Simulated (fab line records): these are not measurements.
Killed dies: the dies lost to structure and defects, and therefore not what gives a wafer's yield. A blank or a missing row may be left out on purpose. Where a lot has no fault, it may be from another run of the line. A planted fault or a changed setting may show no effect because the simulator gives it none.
Split-lot experiment -- flow berkeley_cmos170 -- 23 wafers read across 5 lots, on a route 331 steps long

ABOUT THE SPLIT
At UCB170_M2_METAL_ETCH_18 (etches Al in Cl2/BCl3, stops on SiO2, target depth 1170 nm, time 195 s), the setting time_s was moved away from the recipe's 195 s on 5 of the 23 wafers read, by -8.9% to +9.3%. For the rest of the wafers, this setting stayed at what the recipe calls for.

Split to reading: the file shows no intervening step.

THE READING
oes_product_au, in a.u., at UCB170_M2_STRIP_19 (strips in O2). Fault-free wafers of this fab line usually give 0.550 a.u., standard deviation 0.015 a.u.

wafer,"tool, chamber at the split","time_s as run, s",against the recipe,"oes_product_au, a.u.",against lot-mates on the recipe
L076.1,"rie_metal-01, 1",177.6,-8.9%,0.610,+0.071
L076.2,"rie_metal-01, 0",195,recipe,0.534,-
L076.3,"rie_metal-01, 0",195,recipe,0.534,-
L076.4,"rie_metal-01, 1",195,recipe,0.549,-
L076.6,"rie_metal-01, 0",177.6,-8.9%,0.597,+0.058
L079.2,"rie_metal-02, 1",195,recipe,0.536,-
L079.3,"rie_metal-02, 1",195,recipe,0.544,-
L079.4,"rie_metal-02, 0",195,recipe,0.534,-
L079.5,"rie_metal-02, 0",195,recipe,0.557,-
L079.6,"rie_metal-02, 1",195,recipe,0.538,-
L081.1,"rie_metal-02, 0",195,recipe,0.553,-
L081.2,"rie_metal-02, 1",213.2,+9.3%,0.470,-0.073
L081.4,"rie_metal-02, 1",213.2,+9.3%,0.473,-0.070
L081.5,"rie_metal-02, 1",213.2,+9.3%,0.471,-0.072
L081.6,"rie_metal-02, 0",195,recipe,0.533,-
L083.2,"rie_metal-01, 0,0,1",195,recipe,0.536,-
L083.3,"rie_metal-01, 0,0,1",195,recipe,0.531,-
L083.4,"rie_metal-01, 0,0,1",195,recipe,0.541,-
L083.5,"rie_metal-01, 1",195,recipe,0.550,-
L083.6,"rie_metal-01, 0",195,recipe,0.533,-
L085.1,"rie_metal-03, 1",195,recipe,0.560,-
L085.3,"rie_metal-03, 1",195,recipe,0.559,-
L085.6,"rie_metal-03, 1",195,recipe,0.554,-
When a row names more than one chamber, that row covers several wafers, and the file does not tell which wafer ran in which chamber.

FIT RESULTS
A straight line over all 23 wafers: oes_product_au changes by -0.00732 a.u. for each +1% of time_s; r = -0.96; the points scatter about the line by 0.0096 a.u.
The same after taking each lot's own level away (the mean of its wafers on the recipe; 23 wafers): -0.0075 a.u. for each +1%; r = -0.98; scatter 0.0071 a.u.
On that fit, the largest move of time_s shifts the reading by 0.07 a.u.
Measured against the standard deviation above, the lots' own levels, which go from 0.5382 to 0.5577 a.u., span 1.3 times it.
The two slopes are in agreement: the lot-to-lot level therefore moves the slope only a little.
Check: -0.0696 a.u. against its lot-mates is what the line predicts for one of the wafers moved furthest among these (+9.3%) when that wafer is left out of the fit. Against them it came out at -0.073 a.u.

THE WHOLE CHAIN: every reading that the file lists as answering this split, in the file's order
step,what it does,reading,change (the file's fit),r (the file's)
UCB170_M2_METAL_ETCH_18,"etches Al in Cl2/BCl3, stops on SiO2, target depth 1170 nm, time 195 s","KrF_of_M2_COAT_10.thk_nm (the simulator's own value, which no gauge read)",-7.3 nm for each +1% of the setting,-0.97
UCB170_M2_METAL_ETCH_18,"etches Al in Cl2/BCl3, stops on SiO2, target depth 1170 nm, time 195 s","SiO2_of_V1_CVD_00.thk_nm (the simulator's own value, which no gauge read)",-0.564 nm for each +1% of the setting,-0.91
UCB170_M2_STRIP_19,strips in O2,oes_product_au,-0.00749 a.u. for each +1% of the setting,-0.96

THE FILE'S OWN FIT
oes_product_au changes by -0.00749 a.u. for each +1% of time_s, r = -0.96.
